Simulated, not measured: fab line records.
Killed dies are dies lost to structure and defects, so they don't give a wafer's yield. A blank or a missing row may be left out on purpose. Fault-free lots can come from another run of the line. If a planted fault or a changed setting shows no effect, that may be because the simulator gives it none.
Chamber matching	flow berkeley_cmos170	cmp-01 running UCB170_V2_CMP_02: 4 sister chambers
The step polishes SiO2. 8 wafers are shown with their chamber, then 9 later ones without.

WAFERS PAIRED WITH THEIR CHAMBERS
wafer	chamber	motor_current_A (A)
L897.6	3	13.7
L896.6	3	13.4
L895.1	2	17.6
L895.2	1	14.1
L895.4	0	19.3
L898.1	2	17.6
L898.4	1	14.8
L898.6	0	20.1

WAFERS WITH NO CHAMBER GIVEN
wafer	motor_current_A (A)
L901.1	19.6
L901.4	13.0
L901.6	19.6
L903.1	18.7
L903.2	17.5
L903.4	14.2
L912.2	19.1
L912.3	17.6
L912.5	13.4

WHICH CHAMBER EACH WENT THROUGH
wafer	from the rows above	in truth
L901.1	0	0
L901.4	3	3
L901.6	0	0
L903.1	can't be placed: 0 or 2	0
L903.2	2	2
L903.4	can't be placed: 1 or 3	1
L912.2	0	0
L912.3	2	2
L912.5	3	3
7 of 9 placed correctly. Cannot be placed on the basis of these rows: 2; the candidates contain the true chamber in 2. Wrongly placed: 0.
How it was worked out, from the rows above alone: a wafer's distance from a chamber is the root of the sum, over the readings, of the square of ((its reading less the chamber's mean) divided by the reading's scatter). If the next closest chamber is less than 2 further off than the closest, the wafer can't be placed; otherwise it belongs to the closest. Each chamber's mean is taken over the wafers shown for it. The scatter: take each reading less its chamber's mean, square it, sum over the shown wafers, divide by the number of wafers less the number of chambers, and take the root.
